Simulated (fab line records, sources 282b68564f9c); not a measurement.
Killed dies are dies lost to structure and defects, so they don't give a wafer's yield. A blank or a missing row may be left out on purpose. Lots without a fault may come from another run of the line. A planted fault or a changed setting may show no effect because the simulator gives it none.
fab line records | flow rit_cmos
record lots=15 wafers=45 last_day=7
route steps=202 shown CONTACT@180 M1@202
lots that met no fault: from a run of the same line without faults
start_h: hours from the record's first day to the start of the lot's first wafer shown | wait_h: hours since the lot's step before | " the same as in the row above | L1.1+2: a row that stands for several wafers | - no value, or no start given | * or withheld: withheld | < > ~ a bound
route shown NAME@n: a module of which the file shows steps, and the number in the route of the first | usual: mean/standard deviation of fault-free wafers | same: alike in all rows | chamber/n: place in a boat | sites: the reading at each site | _std_site: their standard deviation | _edge_site: outer sites' mean less inner sites' | radius_mm: how far each site lies from the wafer's centre | mask NAME#n: copy n | behind: the tool/chamber that last shaped the wafer | hold: why the lot was held/for how many hours/how that ended | device: the transistor (n, p or np) that didn't switch | end of line: the same wafers' tests at the end of the route | a step without rows: its recipe alone | killed: dies lost to structure and defects at the first sort, not the wafer's yield | map: a wafer's dies, x killed, . not, _ none there
set.NAME: the setting as run; set.NAME@STEP: as run at that earlier step | model.NAME: the simulator's own value behind a step, which no gauge read
steps of the route over a sample of lots; a table a step, a row a wafer
services: from which hour (start_h, from the record's first day; less than 0 if before it) a tool's chamber was out of use, for how many hours, and why
## steps
# step RIT_CONTACT_STRIP_12
# recipe chemistry=O2 time_s=180 resist=NOVOLAK platen_temp_c=withheld power_w=500 pressure_mtorr=4000 o2_flow_sccm=4000
# usual drypump_motor_current_A=5.8/0.36 run_length_s=208.4/0.42
# columns lot.wafer tool chamber start_h wait_h drypump_motor_current_A rf_hours_counter_h run_length_s
L567.1 plasma_asher-01 1 58.37 0.1 6.3 40 208.7
L567.2 " 0 " " 6.2 40 208.3
L567.6 " 1 " " 6.3 - 208.3
L568.2 plasma_asher-04 0 61.57 0.1 5.5 43 208.0
L568.3 " 0 " " 5.5 - 208.0
L568.4 " 1 " " 5.4 - 208.9
L569.1 plasma_asher-04 0 68.82 0.1 5.5 43 208.5
L569.3 " 1 " " 5.4 - 209.2
L569.6 " 1 " " 5.4 - 209.3
L570.1 plasma_asher-03 0 76.67 0.1 6.1 43 208.0
L570.5 " 1 " " 5.4 - 208.4
L570.6 " 0 " " 6.0 - 208.0
L573.3 plasma_asher-04 0 92.04 0.2 5.5 - 208.1
L573.5 " 0 " " 5.6 - 208.3
L573.6 " 1 " " 5.4 - 209.0
L575.1 plasma_asher-03 0 105.88 0.1 6.1 46 208.1
L575.4 " 0 " " 6.1 - 208.4
L575.5 " 1 " " 5.4 - 208.2
L576.1 plasma_asher-04 1 108.65 0.1 5.4 48 208.9
L576.4 " 0 " " 5.5 - 208.4
L576.6 " 0 " " 5.5 - 208.3
L578.1 plasma_asher-03 1 115.59 0.1 5.4 47 183.5
L578.3 " 1 " " 5.4 - 183.1
L578.5 " 1 " " 5.4 - 183.7
L579.3 plasma_asher-03 0 118.75 0.2 6.1 - 183.2
L579.4 " 1 " " 5.4 - 183.4
L579.5 " 0 " " 6.1 - 183.5
L580.1 plasma_asher-03 0 124.92 0.1 6.1 49 183.0
L580.3 " 0 " " 6.1 - 183.4
L580.5 " 0 " " 6.1 - 183.2
L583.3 plasma_asher-01 1 139.09 0.2 6.3 - 209.2
L583.5 " 1 " " 6.2 - 208.6
L583.6 " 0 " " 6.2 - 208.7
L584.2 plasma_asher-01 1 143.53 0.1 6.2 1 208.4
L584.4 " 0 " " 6.2 - 207.9
L584.6 " 0 " " 6.2 - 208.3
L585.3 plasma_asher-01 1 149.29 0.2 6.2 - 208.4
L585.4 " 0 " " 6.2 - 208.1
L585.5 " 1 " " 6.2 - 208.7
L587.1 plasma_asher-04 1 158.38 0.1 5.4 54 209.2
L587.4 " 0 " " 5.5 - 207.8
L587.6 " 1 " " 5.4 - 208.8
L589.1 plasma_asher-04 0 171.54 0.1 5.6 56 208.0
L589.5 " 1 " " 5.4 - 208.8
L589.6 " 0 " " 5.5 - 207.9
# step RIT_M1_PROBE_99
# usual killed_at_contacts=0.0/0.22 killed_at_front_end=6.9/2.9 killed_dies=7.0/2.9 killed_open=3.5/2 killed_short=3.5/2
# same gross_dies=264 killed_at_M0_to_M3=0 killed_at_M4_up=0 killed_at_back_side=0 killed_at_other=0
# columns lot.wafer tool chamber start_h wait_h killed_at_contacts killed_at_front_end killed_dies killed_open killed_short
L567.1 prober-01 - 66.60 0.1 0 6 6 5 1
L567.2 prober-01 - 66.65 0.1 0 8 8 5 3
L567.6 prober-01 - 66.85 0.2 0 4 4 1 3
L575.1 prober-01 - 110.90 0.1 0 7 7 3 4
L575.4 prober-01 - 111.05 0.2 0 7 7 3 4
L575.5 prober-01 - 111.10 0.2 0 9 9 6 3
L578.1 prober-02 - 120.37 0.1 0 11 11 3 8
L578.3 prober-02 - 120.47 0.2 0 5 5 2 3
L578.5 prober-02 - 120.57 0.2 0 9 9 6 3
L580.1 prober-02 - 129.95 0.1 0 12 12 10 2
L580.3 prober-02 - 130.05 0.2 0 4 4 3 1
L580.5 prober-02 - 130.15 0.2 0 3 3 1 2
L584.2 prober-02 - 148.72 0.1 0 4 4 1 3
L584.4 prober-02 - 148.82 0.2 0 9 9 5 4
L584.6 prober-02 - 148.92 0.2 0 6 6 5 1
L587.1 prober-01 - 164.06 0.1 0 7 7 3 4
L587.4 prober-01 - 164.21 0.2 0 3 3 3 0
L587.6 prober-01 - 164.31 0.2 0 5 5 2 3
# killed by level:class
L567.1 GATE:geometric_particle:open=3 FOX1:geometric_particle:open=1 REOX:geometric_particle:open=1 SILICIDE:geometric_particle:short=1
L567.2 GATE:geometric_particle:open=2 SPACER:geometric_particle:open=2 GATE:geometric_particle:short=1 SPACER:geometric_particle:short=1 SILICIDE:geometric_particle:open=1 SILICIDE:geometric_particle:short=1
L567.6 GATE:geometric_particle:short=2 FOX2:geometric_particle:short=1 SILICIDE:geometric_particle:open=1
L575.1 SILICIDE:geometric_particle:short=2 FOX1:geometric_particle:short=1 FOX2:geometric_particle:open=1 REOX:geometric_particle:open=1 SPACER:geometric_particle:short=1 SPACER:geometric_particle:open=1
L575.4 FOX2:geometric_particle:short=2 SPACER:geometric_particle:open=2 FOX1:geometric_particle:short=1 GATE:geometric_particle:open=1 REOX:geometric_particle:short=1
L575.5 GATE:geometric_particle:open=2 SILICIDE:geometric_particle:open=2 SILICIDE:geometric_particle:short=2 FOX2:geometric_particle:open=1 SPACER:geometric_particle:short=1 SPACER:geometric_particle:open=1
L578.1 FOX2:geometric_particle:short=3 SILICIDE:geometric_particle:short=3 GATE:geometric_particle:open=2 FOX1:geometric_particle:short=1 GATE:geometric_particle:short=1 SILICIDE:geometric_particle:open=1
L578.3 FOX2:geometric_particle:short=1 REOX:geometric_particle:short=1 REOX:geometric_particle:open=1 SPACER:geometric_particle:short=1 SPACER:geometric_particle:open=1
L578.5 GATE:geometric_particle:open=2 FOX1:geometric_particle:open=1 FOX2:geometric_particle:open=1 GATE:geometric_particle:short=1 SPACER:geometric_particle:short=1 SPACER:geometric_particle:open=1 SILICIDE:geometric_particle:short=1 SILICIDE:geometric_particle:open=1
L580.1 SPACER:geometric_particle:open=6 FOX1:geometric_particle:open=1 GATE:geometric_particle:short=1 GATE:geometric_particle:open=1 REOX:geometric_particle:open=1 SPACER:geometric_particle:short=1 SILICIDE:geometric_particle:open=1
L580.3 FOX1:geometric_particle:open=1 GATE:geometric_particle:short=1 GATE:geometric_particle:open=1 REOX:geometric_particle:open=1
L580.5 FOX1:geometric_particle:short=1 REOX:geometric_particle:open=1 REOX:geometric_particle:short=1
L584.2 FOX2:geometric_particle:short=1 GATE:geometric_particle:short=1 REOX:geometric_particle:open=1 SPACER:geometric_particle:short=1
L584.4 REOX:geometric_particle:open=4 FOX2:geometric_particle:short=2 GATE:geometric_particle:open=1 GATE:geometric_particle:short=1 SILICIDE:geometric_particle:short=1
L584.6 GATE:geometric_particle:open=4 FOX2:geometric_particle:open=1 SPACER:geometric_particle:short=1
L587.1 FOX1:geometric_particle:open=2 GATE:geometric_particle:short=2 FOX1:geometric_particle:short=1 FOX2:geometric_particle:open=1 SILICIDE:geometric_particle:short=1
L587.4 FOX1:geometric_particle:open=1 GATE:geometric_particle:open=1 SILICIDE:geometric_particle:open=1
L587.6 FOX2:geometric_particle:short=2 GATE:geometric_particle:open=2 REOX:geometric_particle:short=1
## services
# columns tool chamber start_h hours kind
plasma_asher-04 - 45.41 3.7 repair
plasma_asher-01 - 89.01 4.5 repair
plasma_asher-01 - 108.92 9.0 pm
plasma_asher-01 0 108.92 9.0 vent_cycle
plasma_asher-01 1 108.92 9.0 vent_cycle
plasma_asher-01 0 117.92 - clean
plasma_asher-01 1 117.92 - clean
plasma_asher-01 - 121.35 15.5 repair
plasma_asher-04 - 136.70 1.5 repair
plasma_asher-03 - 162.96 2.8 pm
plasma_asher-01 - 167.20 1.8 repair
## key
first_sign step=RIT_CONTACT_STRIP_12 reading=run_length_s direction=down sigmas=60 usual=* struck=*
effect none on later readings
met_at RIT_CONTACT_STRIP_12
struck_lots L578,L579,L580
tester_left_out L578,L579,L580
onset_between 105.88 115.59
earlier_fault kind=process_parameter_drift tool=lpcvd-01 chamber=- onset_h=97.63 steps=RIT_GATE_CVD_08 channel=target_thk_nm offset=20 shape=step end_h=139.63 acts_in=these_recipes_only stated=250
earlier_fault kind=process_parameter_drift tool=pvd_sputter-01 chamber=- onset_h=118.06 steps=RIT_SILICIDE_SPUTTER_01 channel=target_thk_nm offset=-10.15 shape=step end_h=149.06 acts_in=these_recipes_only stated=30
fault kind=process_parameter_drift tool=plasma_asher-03 chamber=- onset_h=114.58 steps=RIT_CONTACT_STRIP_12 channel=time_s offset=* shape=step acts_in=* stated=*
# tester_left_out: of these lots the tester's yield and bins aren't shown, on N5 and GAA mostly nor the transistor test; their killed dies are dies lost to structure and defects alone, not to doping, threshold or leakage, so they don't give the yield
